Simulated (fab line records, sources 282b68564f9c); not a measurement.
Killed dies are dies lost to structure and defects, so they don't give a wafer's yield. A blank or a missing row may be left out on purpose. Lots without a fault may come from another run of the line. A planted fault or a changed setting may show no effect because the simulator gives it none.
fab line records | flow rit_cmos
record lots=5 wafers=23
route steps=202 shown ACTIVE@4 NWELL@29 PWELL@40 NRETRO@55 PRETRO@72 GATE@84
start_h: hours from the record's first day to the start of the lot's first wafer shown | wait_h: hours since the lot's step before | " the same as in the row above | L1.1+2: a row that stands for several wafers | - no value, or no start given | * or withheld: withheld | < > ~ a bound
route shown NAME@n: a module of which the file shows steps, and the number in the route of the first | usual: mean/standard deviation of fault-free wafers | same: alike in all rows | chamber/n: place in a boat | sites: the reading at each site | _std_site: their standard deviation | _edge_site: outer sites' mean less inner sites' | radius_mm: how far each site lies from the wafer's centre | mask NAME#n: copy n | behind: the tool/chamber that last shaped the wafer | hold: why the lot was held/for how many hours/how that ended | device: the transistor (n, p or np) that didn't switch | end of line: the same wafers' tests at the end of the route | a step without rows: its recipe alone | killed: dies lost to structure and defects at the first sort, not the wafer's yield | map: a wafer's dies, x killed, . not, _ none there
set.NAME: the setting as run; set.NAME@STEP: as run at that earlier step | model.NAME: the simulator's own value behind a step, which no gauge read
lots whose settings were changed on purpose; a table a step, a row a wafer
## steps
# step RIT_ACTIVE_CVD_03
# recipe material=Si3N4 target_thk_nm=150 temp_c=810 precursor=SiH2Cl2/NH3 time_s=1500 pressure_mtorr=300 sih2cl2_flow_sccm=60 nh3_flow_sccm=150
# columns lot.wafer tool chamber start_h wait_h set.sih2cl2_flow_sccm model.Si3N4_of_ACTIVE_CVD_03.thk_nm
L074.1 - - - 0.1 62.95 152.1
L074.2 " - " " 62.95 151.7
L074.3 " - " " 62.95 152
L074.5 " - " " 62.95 151.6
L074.6 " - " " 62.95 151.8
L079.1+2 - - - 0.1 56.72 149.7
L079.3 " - " " 56.72 150.8
L079.5 " - " " 56.72 151.1
L079.6 " - " " 56.72 151.7
L080.1 - - - 0.1 51.42 144.8
L080.2 " - " " 51.42 145
L080.3 " - " " 51.42 143.7
L080.4 " - " " 51.42 144.6
L080.5 " - " " 51.42 144.7
L084.1 lpcvd-02 0 62.11 0.1 60 150.5
L084.2 " 0 " " 60 150
L084.3 " 0 " " 60 150.4
L085.1 - - - 0.7 53.98 144.3
L085.2 " - " " 53.98 144
L085.4 " - " " 53.98 147.1
L085.5 " - " " 53.98 145.6
L085.6 " - " " 53.98 144.6
# step RIT_ACTIVE_EXPOSE_08
# recipe mask_id=M1 na=0.6 source_shape=conventional sigma_outer=0.6 target_cd_nm=1400 dose_mj=225
# columns lot.wafer tool chamber start_h wait_h mask set.dose_mj
L074.1+5 iline_stepper-01 0 14.04 0.1 M1#0 229.8
L074.2+3+6 " 0 " " M1#0 225
L079.1+5 iline_stepper-02 0 39.04 0.1 M1#0 213.3
L079.2+3+6 " 0 " " M1#0 225
L080.1+2 iline_stepper-02 0 44.04 0.1 M1#0 211.6
L080.3+4+5 " 0 " " M1#0 225
L084.1+2+3 iline_stepper-01 0 64.75 0.1 M1#0 225
L085.1+4 iline_stepper-02 0 71.99 0.2 M1#0 237.9
L085.2+5+6 " 0 " " M1#0 225
# step RIT_ACTIVE_PEB_09
# recipe resist=NOVOLAK temp_c=withheld time_s=withheld
# step RIT_ACTIVE_DEVELOP_10
# recipe resist=NOVOLAK develop_time_s=50 dev_temp_c=23
# step RIT_ACTIVE_CD_MEAS_11
# recipe target_cd_nm=1400
# usual cd_nm=1401.9/2.2
# columns lot.wafer tool chamber start_h wait_h set.dose_mj@ACTIVE_EXPOSE_08 cd_nm
L074.1 cd_sem-01 - 14.44 - 229.8 1391.0
L074.2 " - " " 225 1398.2
L074.3 " - " " 225 1398.5
L074.5 " - " " 229.8 1392.7
L074.6 " - " " 225 1398.0
L079.1 cd_sem-02 - 39.44 - 213.3 1416.5
L079.2 " - " " 225 1403.4
L079.3 " - " " 225 1401.4
L079.5 " - " " 213.3 1417.2
L079.6 " - " " 225 1402.7
L080.1 cd_sem-02 - 44.44 - 211.6 1422.2
L080.2 " - " " 211.6 1420.2
L080.3 " - " " 225 1404.0
L080.4 " - " " 225 1402.1
L080.5 " - " " 225 1401.0
L084.1 cd_sem-01 - 65.21 - 225 1399.3
L084.2 " - " " 225 1401.6
L084.3 " - " " 225 1401.3
L085.1 cd_sem-02 - 72.39 - 237.9 1383.2
L085.2 " - " " 225 1399.5
L085.4 " - " " 237.9 1382.8
L085.5 " - " " 225 1402.6
L085.6 " - " " 225 1400.9
# step RIT_ACTIVE_HARDBAKE_12
# recipe resist=NOVOLAK temp_c=140 time_s=60
# step RIT_ACTIVE_ETCH_13
# recipe stop_on=SiO2 chemistry=SF6 target=Si3N4 time_s=210 over_etch_frac=0.4 SF6_flow_sccm=200 pressure_mtorr=260 rf_w=125 target_depth_a=2100
# columns lot.wafer tool chamber start_h wait_h set.dose_mj@ACTIVE_EXPOSE_08 model.ACTIVE.cd_nm
L074.1 rie_diel-01 3 14.71 0.1 229.8 1391
L074.2 " 2 " " 225 1398
L074.3 " 0 " " 225 1399
L074.5 " 0 " " 229.8 1393
L074.6 " 3 " " 225 -
L079.1 rie_diel-01 2 39.71 0.1 213.3 1416
L079.2 " 1 " " 225 1404
L079.3 " 0 " " 225 -
L079.5 " 3 " " 213.3 1417
L079.6 " 0 " " 225 1403
L080.1 rie_diel-01 1 44.74 0.1 211.6 1422
L080.2 " 3 " " 211.6 1420
L080.3 " 2 " " 225 1404
L080.4 " 0 " " 225 1402
L080.5 " 3 " " 225 1401
L084.1 rie_diel-01 0 65.48 0.1 225 -
L084.2 " 2 " " 225 1402
L084.3 " 3 " " 225 1401
L085.1+4 rie_diel-03 0,2 72.66 0.1 237.9 1383
L085.2 " 3 " " 225 1399
L085.5 " 1 " " 225 1402
L085.6 " 2 " " 225 1401
# step RIT_ACTIVE_STRIP_14
# recipe chemistry=O2 time_s=180 resist=NOVOLAK platen_temp_c=withheld power_w=500 pressure_mtorr=4000 o2_flow_sccm=4000
# step RIT_ACTIVE_CD_MEAS_90
# recipe target_cd_nm=1400
# usual cd_nm=1401.9/2.2
# columns lot.wafer tool chamber start_h wait_h set.dose_mj@ACTIVE_EXPOSE_08 cd_nm
L074.1 cd_sem-01 - 15.02 0.1 229.8 1391.4
L074.2 " - " " 225 1398.3
L074.3 " - " " 225 1398.7
L074.5 " - " " 229.8 1393.2
L074.6 " - " " 225 1398.0
L079.1 cd_sem-02 - 40.02 0.1 213.3 1416.7
L079.2 " - " " 225 1404.0
L079.3 " - " " 225 1401.5
L079.5 " - " " 213.3 1417.2
L079.6 " - " " 225 1402.5
L080.1 cd_sem-02 - 45.05 0.1 211.6 1421.6
L080.2 " - " " 211.6 1420.4
L080.3 " - " " 225 1403.8
L080.4 " - " " 225 1402.2
L080.5 " - " " 225 1401.6
L084.1 cd_sem-01 - 65.78 0.1 225 1399.1
L084.2 " - " " 225 1401.2
L084.3 " - " " 225 1401.5
L085.1 cd_sem-02 - 72.97 0.1 237.9 1383.2
L085.2 " - " " 225 1399.5
L085.4 " - " " 237.9 1382.8
L085.5 " - " " 225 1402.8
L085.6 " - " " 225 1400.9
# step RIT_NWELL_COAT_01
# recipe resist=NOVOLAK spin_rpm=2000 resist_thk_nm=1300
# columns lot.wafer tool chamber start_h wait_h set.spin_rpm model.NOVOLAK_of_NWELL_COAT_01.thk_nm
L074.1 litho_track-01 0 19.96 0.1 1891 1344
L074.2 " 0 " " 1891 1348
L074.3 " 0 " " 2000 1307
L074.5 " 0 " " 2000 1303
L074.6 " 0 " " 2000 1305
L079.1 litho_track-03 0 44.40 0.1 2000 1307
L079.2 " 0 " " 2000 1303
L079.3 " 0 " " 2000 1301
L079.5+6 " 0 " " 2000 1305
L080.1+3 litho_track-02 0 49.42 0.1 2000 1305
L080.2 " 0 " " 2094 1277
L080.4 " 0 " " 2094 1273
L080.5 " 0 " " 2094 1274
L084.1 litho_track-02 0 71.75 0.1 2000 1301
L084.2 " 0 " " 2000 1304
L084.3 " 0 " " 2000 1306
L085.1 litho_track-01 0 79.00 0.1 1852 1339
L085.2 " 0 " " 1852 1344
L085.4+6 " 0 " " 2000 1294
L085.5 " 0 " " 2000 1292
# step RIT_PWELL_COAT_01
# recipe resist=NOVOLAK spin_rpm=2000 resist_thk_nm=1300
# columns lot.wafer tool chamber start_h wait_h set.spin_rpm model.NOVOLAK_of_PWELL_COAT_01.thk_nm
L074.1 litho_track-03 0 21.64 0.1 2000 1309
L074.2 " 0 " " 1957 1328
L074.3 " 0 " " 2000 1304
L074.5 " 0 " " 2000 1307
L074.6 " 0 " " 1957 1324
L079.1 litho_track-04 0 45.95 0.1 2049 1294
L079.2 " 0 " " 2000 1307
L079.3 " 0 " " 2049 1291
L079.5 " 0 " " 2000 1305
L079.6 " 0 " " 2049 1289
L080.1 litho_track-04 0 51.10 0.1 2000 1301
L080.2 " 0 " " 1916 1328
L080.3 " 0 " " 1916 1330
L080.4 " 0 " " 1916 1324
L080.5 " 0 " " 2000 1299
L084.1+2 litho_track-03 0 73.42 0.1 2000 1301
L084.3 " 0 " " 2000 1299
L085.1 litho_track-01 0 80.68 0.1 2000 1288
L085.2 " 0 " " 2000 1294
L085.4 " 0 " " 2000 1290
L085.5 " 0 " " 2000 1295
L085.6 " 0 " " 2000 1292
# step RIT_PWELL_SOFTBAKE_02
# recipe resist=NOVOLAK temp_c=90 time_s=60
# step RIT_PWELL_EXPOSE_03
# recipe mask_id=M3 na=0.57 target_cd_nm=43700 dose_mj=250
# step RIT_PWELL_DEVELOP_05
# recipe resist=NOVOLAK develop_time_s=68 dev_temp_c=23
# step RIT_PWELL_HARDBAKE_07
# recipe resist=NOVOLAK temp_c=140 time_s=120
# columns lot.wafer tool chamber start_h wait_h set.spin_rpm@PWELL_COAT_01 model.NOVOLAK_of_PWELL_COAT_01.thk_nm
L074.1 litho_track-01 0 22.53 0.0 2000 1144
L074.2 " 0 " " 1957 1161
L074.3 " 0 " " 2000 1140
L074.5 " 0 " " 2000 1143
L074.6 " 0 " " 1957 1157
L079.1 litho_track-04 0 46.84 0.0 2049 1132
L079.2 " 0 " " 2000 1143
L079.3 " 0 " " 2049 1130
L079.5 " 0 " " 2000 1141
L079.6 " 0 " " 2049 1128
L080.1 litho_track-04 0 51.87 0.0 2000 1138
L080.2 " 0 " " 1916 1161
L080.3 " 0 " " 1916 1162
L080.4 " 0 " " 1916 1158
L080.5 " 0 " " 2000 1136
L084.1+2 litho_track-01 0 74.19 0.0 2000 1137
L084.3 " 0 " " 2000 1136
L085.1 litho_track-03 0 81.45 0.0 2000 1127
L085.2 " 0 " " 2000 1131
L085.4 " 0 " " 2000 1128
L085.5 " 0 " " 2000 1133
L085.6 " 0 " " 2000 1130
# step RIT_PWELL_IMPLANT_08
# recipe species=B energy_kev=170 dose_cm2=7e+13 tilt_deg=7
# columns lot.wafer tool chamber start_h wait_h set.energy_kev model.implant.rp_nm model.implant.drp_nm
L074.1+2+6 implanter-01 0 22.78 0.2 164.8 471.3 101.8
L074.3+5 " 0 " " 170 482.4 102.9
L079.1+2+3+5+6 implanter-01 0 47.09 0.2 170 489 102.9
L080.1+2+3+4+5 implanter-01 0 52.12 0.2 170 481.7 102.9
L084.1+2+3 implanter-01 0 74.44 0.2 170 474.6 102.9
L085.1+4+5 implanter-02 0 81.70 0.2 170 483.5 102.9
L085.2+6 " 0 " " 176 496.7 103.8
# step RIT_NRETRO_SOFTBAKE_02
# recipe resist=NOVOLAK temp_c=90 time_s=60
# columns lot.wafer tool chamber start_h wait_h set.temp_c
L074.1+2+3+5+6 litho_track-02 0 29.08 0.1 90
L079.1+6 litho_track-04 0 53.96 0.1 90
L079.2+3+5 " 0 " " 88.55
L080.1+2+3+4+5 litho_track-02 0 58.52 0.1 90
L084.1+2+3 litho_track-04 0 82.02 0.1 90
L085.1+6 litho_track-03 0 87.89 0.1 90
L085.2+4+5 " 0 " " 87.73
# step RIT_NRETRO_EXPOSE_03
# recipe mask_id=M4 na=0.57 target_cd_nm=43900 dose_mj=250
# step RIT_NRETRO_PEB_04
# recipe resist=NOVOLAK temp_c=withheld time_s=withheld
# step RIT_NRETRO_DEVELOP_05
# recipe resist=NOVOLAK develop_time_s=68 dev_temp_c=23
# columns lot.wafer tool chamber start_h wait_h set.temp_c@NRETRO_SOFTBAKE_02 model.NOVOLAK_of_NRETRO_COAT_01.thk_nm
L074.1 litho_track-02 0 - - 90 1302
L074.2 " 0 " " 90 1304
L074.3 " 0 " " 90 1305
L074.5 " 0 " " 90 1308
L074.6 " 0 " " 90 1301
L079.1 litho_track-03 0 - - 90 1300
L079.2+3+5 " 0 " " 88.55 1307
L079.6 " 0 " " 90 1299
L080.1 litho_track-04 0 - - 90 1315
L080.2+3+4 " 0 " " 90 1309
L080.5 " 0 " " 90 1310
L084.1 litho_track-04 0 - - 90 1297
L084.2 " 0 " " 90 1298
L084.3 " 0 " " 90 1301
L085.1 litho_track-04 0 - - 90 1304
L085.2+5 " 0 " " 87.73 1315
L085.4 " 0 " " 87.73 1316
L085.6 " 0 " " 90 1305
# step RIT_NRETRO_IMPLANT_08
# recipe species=P energy_kev=70 dose_cm2=1e+13 tilt_deg=7
# columns lot.wafer tool chamber start_h wait_h set.energy_kev model.implant.rp_nm model.implant.drp_nm
L074.1+2+5 implanter-02 0 29.95 0.2 74.13 89.89 35.61
L074.3+6 " 0 " " 70 84.75 33.94
L079.1+2+3 implanter-02 0 54.95 0.2 70 88.6 33.94
L079.5+6 " 0 " " 71.77 90.91 34.66
L080.1+4+5 implanter-04 0 59.39 0.2 66.78 79.89 32.6
L080.2+3 " 0 " " 70 83.85 33.94
L084.1+2+3 implanter-02 0 82.97 0.2 70 85.91 33.94
L085.1+4 implanter-04 0 88.88 0.2 72.94 88.89 35.13
L085.2+5+6 " 0 " " 70 85.21 33.94
# step RIT_NRETRO_STRIP_09
# recipe chemistry=O2 time_s=180 resist=NOVOLAK platen_temp_c=withheld power_w=500 pressure_mtorr=4000 o2_flow_sccm=4000
# step RIT_NRETRO_TW_MEAS_10
# usual NRETRO_TW=1051/4.7
# columns lot.wafer tool chamber start_h wait_h set.energy_kev@NRETRO_IMPLANT_08 NRETRO_TW
L074.1 film_metro-02 - 30.27 0.1 74.13 1070
L074.2 " - " " 74.13 1070
L074.3 " - " " 70 1057
L074.5 " - " " 74.13 1073
L074.6 " - " " 70 1057
L079.1 film_metro-01 - 55.28 0.1 70 1051
L079.2 " - " " 70 1049
L079.3 " - " " 70 1052
L079.5 " - " " 71.77 1057
L079.6 " - " " 71.77 1059
L080.1 film_metro-01 - 59.71 0.1 66.78 1036
L080.2 " - " " 70 1050
L080.3 " - " " 70 1049
L080.4 " - " " 66.78 1037
L080.5 " - " " 66.78 1040
L084.1 film_metro-02 - 83.30 0.1 70 1051
L084.2 " - " " 70 1055
L084.3 " - " " 70 1054
L085.1 film_metro-03 - 89.21 0.1 72.94 1063
L085.2 " - " " 70 1053
L085.4 " - " " 72.94 1061
L085.5 " - " " 70 1049
L085.6 " - " " 70 1055
# step RIT_PRETRO_IMPLANT_08
# recipe species=B energy_kev=45 dose_cm2=1.2e+13 tilt_deg=7
# columns lot.wafer tool chamber start_h wait_h set.energy_kev model.implant.rp_nm model.implant.drp_nm
L074.1+2+3 implanter-03 0 31.62 0.2 46.52 150.6 56.16
L074.5+6 " 0 " " 45 146 55.07
L079.1+3 implanter-03 0 56.60 0.2 45 144.9 55.07
L079.2+5+6 " 0 " " 47.42 152.2 56.8
L080.1+2 implanter-01 0 60.94 0.2 46.47 158.1 56.13
L080.3+4+5 " 0 " " 45 153.4 55.07
L084.1+2+3 implanter-04 0 84.52 0.2 45 140.9 55.07
L085.1+2+4+5+6 implanter-01 0 90.43 0.2 45 146.7 55.07
# step RIT_GATE_CVD_08
# recipe material=poly-Si target_thk_nm=250 temp_c=610 precursor=SiH4 time_s=2220 pressure_mtorr=300 sih4_flow_sccm=100
# columns lot.wafer tool chamber start_h wait_h set.temp_c model.poly-Si_of_GATE_CVD_08.thk_nm
L074.1 - - - 0.1 597.3 182.2
L074.2 " - " " 597.3 185.9
L074.3 " - " " 597.3 183.8
L074.5 " - " " 597.3 181.6
L074.6 " - " " 597.3 183.3
L079.1 - - - 0.1 610 245.5
L079.2 " - " " 610 244.8
L079.3+6 " - " " 610 245.4
L079.5 " - " " 610 246.4
L080.1 - - - 0.1 603 212.3
L080.2+4 " - " " 603 212
L080.3 " - " " 603 211.2
L080.5 " - " " 603 213.8
L084.1 lpcvd-02 0 86.77 0.1 610 258.1
L084.2 " 0 " " 610 256.7
L084.3 " 0 " " 610 255.4
L085.1 - - - 0.1 594.2 173.1
L085.2 " - " " 594.2 172.9
L085.4 " - " " 594.2 172
L085.5 " - " " 594.2 171.9
L085.6 " - " " 594.2 173.5
# step RIT_GATE_THK_MEAS_09
# recipe reads=poly-Si_of_GATE_CVD_08
# usual GATE_POLY_THK=251.3/2.5
# columns lot.wafer tool chamber start_h wait_h set.temp_c@GATE_CVD_08 GATE_POLY_THK[nm]
L074.1 film_metro-01 - - - 597.3 182.2
L074.2 " - " " 597.3 186.0
L074.3 " - " " 597.3 183.9
L074.5 " - " " 597.3 181.7
L074.6 " - " " 597.3 183.4
L079.1 film_metro-01 - - - 610 245.5
L079.2 " - " " 610 244.7
L079.3 " - " " 610 245.5
L079.5 " - " " 610 246.5
L079.6 " - " " 610 245.3
L080.1 film_metro-02 - - - 603 212.2
L080.2 " - " " 603 212.3
L080.3 " - " " 603 211.3
L080.4 " - " " 603 212.0
L080.5 " - " " 603 213.6
L084.1 film_metro-02 - 88.39 0.0 610 258.2
L084.2 " - " " 610 256.5
L084.3 " - " " 610 255.3
L085.1 film_metro-04 - - - 594.2 173.2
L085.2 " - " " 594.2 173.0
L085.4 " - " " 594.2 172.0
L085.5 " - " " 594.2 172.0
L085.6 " - " " 594.2 173.5
## key
split step=RIT_ACTIVE_CVD_03 setting=sih2cl2_flow_sccm stated=60 by=lot
response step=RIT_ACTIVE_CVD_03 reading=model.Si3N4_of_ACTIVE_CVD_03.thk_nm change=+0.404 per=1% r=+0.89
split step=RIT_ACTIVE_EXPOSE_08 setting=dose_mj stated=225 by=wafer
response step=RIT_ACTIVE_CD_MEAS_11 reading=cd_nm change=-3.04 per=1% r=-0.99
response step=RIT_ACTIVE_ETCH_13 reading=model.ACTIVE.cd_nm change=-3 per=1% r=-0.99
response step=RIT_ACTIVE_CD_MEAS_90 reading=cd_nm change=-3.01 per=1% r=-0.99
split step=RIT_NWELL_COAT_01 setting=spin_rpm stated=2000 by=wafer
response step=RIT_NWELL_COAT_01 reading=model.NOVOLAK_of_NWELL_COAT_01.thk_nm change=-6.77 per=1% r=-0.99
split step=RIT_PWELL_COAT_01 setting=spin_rpm stated=2000 by=wafer
response step=RIT_PWELL_COAT_01 reading=model.NOVOLAK_of_PWELL_COAT_01.thk_nm change=-6.8 per=1% r=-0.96
response step=RIT_PWELL_HARDBAKE_07 reading=model.NOVOLAK_of_PWELL_COAT_01.thk_nm change=-5.85 per=1% r=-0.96
split step=RIT_PWELL_IMPLANT_08 setting=energy_kev stated=170 by=wafer
response step=RIT_PWELL_IMPLANT_08 reading=model.implant.rp_nm change=+3.67 per=1% r=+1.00
response step=RIT_PWELL_IMPLANT_08 reading=model.implant.drp_nm change=+0.309 per=1% r=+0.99
split step=RIT_NRETRO_SOFTBAKE_02 setting=temp_c stated=90 by=wafer
response step=RIT_NRETRO_DEVELOP_05 reading=model.NOVOLAK_of_NRETRO_COAT_01.thk_nm change=-4.26 per=1% r=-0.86
split step=RIT_NRETRO_IMPLANT_08 setting=energy_kev stated=70 by=wafer
response step=RIT_NRETRO_IMPLANT_08 reading=model.implant.rp_nm change=+0.873 per=1% r=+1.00
response step=RIT_NRETRO_IMPLANT_08 reading=model.implant.drp_nm change=+0.286 per=1% r=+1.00
response step=RIT_NRETRO_TW_MEAS_10 reading=NRETRO_TW change=+2.43 per=1% r=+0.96
split step=RIT_PRETRO_IMPLANT_08 setting=energy_kev stated=45 by=wafer
response step=RIT_PRETRO_IMPLANT_08 reading=model.implant.rp_nm change=+1.39 per=1% r=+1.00
response step=RIT_PRETRO_IMPLANT_08 reading=model.implant.drp_nm change=+0.322 per=1% r=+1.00
split step=RIT_GATE_CVD_08 setting=temp_c stated=610 by=lot
response step=RIT_GATE_CVD_08 reading=model.poly-Si_of_GATE_CVD_08.thk_nm change=+30.4 per=1% r=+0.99
response step=RIT_GATE_THK_MEAS_09 reading=GATE_POLY_THK change=+30.3 per=1% r=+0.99
